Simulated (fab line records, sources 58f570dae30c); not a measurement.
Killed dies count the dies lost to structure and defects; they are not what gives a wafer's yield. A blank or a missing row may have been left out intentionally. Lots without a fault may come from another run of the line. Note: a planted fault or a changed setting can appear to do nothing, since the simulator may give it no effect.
Struck lot and sound lot, side by side || flow berkeleyCmos170 || 17 steps out of a route of 331
Sound: wafers L225.4, L225.5, L225.6. Wafers struck: L241.2, L241.4, L241.6. The cause is named last.
At each step with rows: each side's tool, then ch and its chambers, then its first start. Under that, the readings that differ: sound wafers || struck wafers || difference of the means || sigmas: that difference in standard deviations of wafers without a fault.
alike: readings with means less than 2 such deviations apart, plus words and numbers identical on both sides. not compared: withheld readings, readings lacking a value on some wafer, bounds such as >300 that could conceal the same value, and numbers that have no deviation in the record and whose values overlap.
A row with sigmas, a row that says differs or no value, or rows on one side alone: a step with any of these is where the two part. Numbers that have no deviation but don't overlap get no sigmas and don't part them. A reading that every wafer of one side lacks parts them only if that side has two wafers or more.

UCB170_CONTACT_STRIP_06: strips in O2.
  sound on plasmaAsher-04 ch 0,1, day 8 19:46; struck on plasmaAsher-03 ch 1, day 11 23:32
  alike: drypumpMotorCurrentA, oesProductAu, stripTimeToEndpointS
  not compared: rfHoursCounterH
then, 1 step without rows for these wafers: UCB170_CONTACT_CLEAN_07 (cleans in SPM, time 600 s).
UCB170_CONTACT_RTA_08: time 10 s.
  sound on rtpAnneal-01 ch 0, day 8 20:02; struck on rtpAnneal-01 ch 0, day 11 23:49
  alike: lampPowerPct, wafer_temp_C_max
then, 6 steps without rows for these wafers: UCB170_CONTACT_COAT_09; UCB170_CONTACT_COAT_10 (resist thk 900 nm); UCB170_CONTACT_SOFTBAKE_11 (time 60 s); UCB170_CONTACT_EXPOSE_12 (exposes mask CONT, target cd 700 nm); UCB170_CONTACT_PEB_13; UCB170_CONTACT_DEVELOP_14 (develop time 45 s).
UCB170_CONTACT_CD_MEAS_15 targets a cd of 700 nm.
  sound on cdSem-02 at day 8 22:08; struck on cdSem-01 at day 12 01:13
  alike: cdNm
UCB170_CONTACT_OVL_MEAS_16:
  sound on overlay-02 at day 8 22:13; struck on overlay-02 at day 12 01:19
  alike: CONTACT_OVL
UCB170_CONTACT_ETCH_17: etches BARC in N2/H2.
  sound on rieDiel-04 ch 0,2,3, day 8 22:14; struck on rieDiel-04 ch 0,2,3, day 12 01:20
  alike: biasW, drypumpMotorCurrentA, oesProductAu, throttleValvePct
UCB170_CONTACT_ETCH_18: etches PSG in CHF3/CF4/Ar, stops on TiSi2, target depth 840 nm, time 195 s.
  sound on rieDiel-04 ch 0,2,3, day 8 22:00; struck on rieDiel-04 ch 0,2,3, day 12 01:00
{"reading": "oesProductAu (a.u.)", "sound": "0.886 0.896 0.859", "struck": "0.665 0.646 0.643", "difference": -0.229, "sigmas": -21}
{"reading": "runLengthS (s)", "sound": "223.1 223.0 223.5", "struck": "379.1 379.3 379.7", "difference": "+156.2", "sigmas": "+99 or more"}
{"reading": "model.KrF_of_CONTACT_COAT_10.thkNm (nm)", "sound": "700.8 701.9 694.7", "struck": "548 529.1 534", "difference": -162, "sigmas": ""}
{"reading": "model.CONTACT.cdNm (nm)", "sound": "697.5 696.3 695.1", "struck": "703.6 705.6 702.1", "difference": "+7.5", "sigmas": ""}
  alike: drypumpMotorCurrentA, throttleValvePct
  not compared: rfHoursCounterH
UCB170_CONTACT_STRIP_19: strips in O2.
  sound on plasmaAsher-02 ch 0,1, day 8 22:26; struck on plasmaAsher-04 ch 0,1, day 12 01:31
  alike: drypumpMotorCurrentA, oesProductAu
  not compared: rfHoursCounterH
UCB170_CONTACT_CD_MEAS_90 targets a cd of 700 nm.
  sound on cdSem-01 at day 8 22:34; struck on cdSem-02 at day 12 01:38
{"reading": "cdNm (nm)", "sound": "697.5 696.4 695.1", "struck": "703.7 705.9 702.1", "difference": "+7.6", "sigmas": "+5"}
then, 1 step without rows for these wafers: UCB170_CONTACT_CLEAN_20 (cleans in SPM, time 600 s).
UCB170_M3_PROBE_99:
  sound on prober-02 at day 9 19:13; struck on prober-02 at day 12 16:56
{"reading": "model.etest.antennaContact.gateLog10ACm2", "sound": "-8.072 -7.365 -7.24", "struck": "-6.829 -6.483 -6.649", "difference": "+0.905", "sigmas": ""}
{"reading": "model.etest.contactDiodeArray.leakLog10A (angstrom)", "sound": "-11.54 -11.29 -11.44", "struck": "-10.98 -10.93 -10.87", "difference": "+0.50", "sigmas": ""}
{"reading": "model.etest.contactNpoly.rcOhm", "sound": "1.672 1.669 1.685", "struck": "1.567 1.59 1.601", "difference": -0.089, "sigmas": ""}
{"reading": "model.etest.contactPplus.rcOhm", "sound": "1.656 1.559 1.584", "struck": "1.51 1.541 1.476", "difference": -0.09, "sigmas": ""}
{"reading": "model.etest.contactNplus.rcOhm", "sound": "1.613 1.61 1.614", "struck": "1.494 1.529 1.449", "difference": -0.122, "sigmas": ""}
{"reading": "model.etest.antennaContact.vtShiftV (V)", "sound": "-0.007477 -0.01339 -0.009042", "struck": "-0.03407 -0.04433 -0.03883", "difference": -0.02911, "sigmas": ""}
  not compared: model.etest.contactPpoly.rcOhm

WHERE THEY PART
Earliest at UCB170_CONTACT_ETCH_18; latest, in this record, at UCB170_CONTACT_CD_MEAS_90.

WHY: what the simulator had put in
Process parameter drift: rieDiel-04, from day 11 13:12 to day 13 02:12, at UCB170_CONTACT_ETCH_18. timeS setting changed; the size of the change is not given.
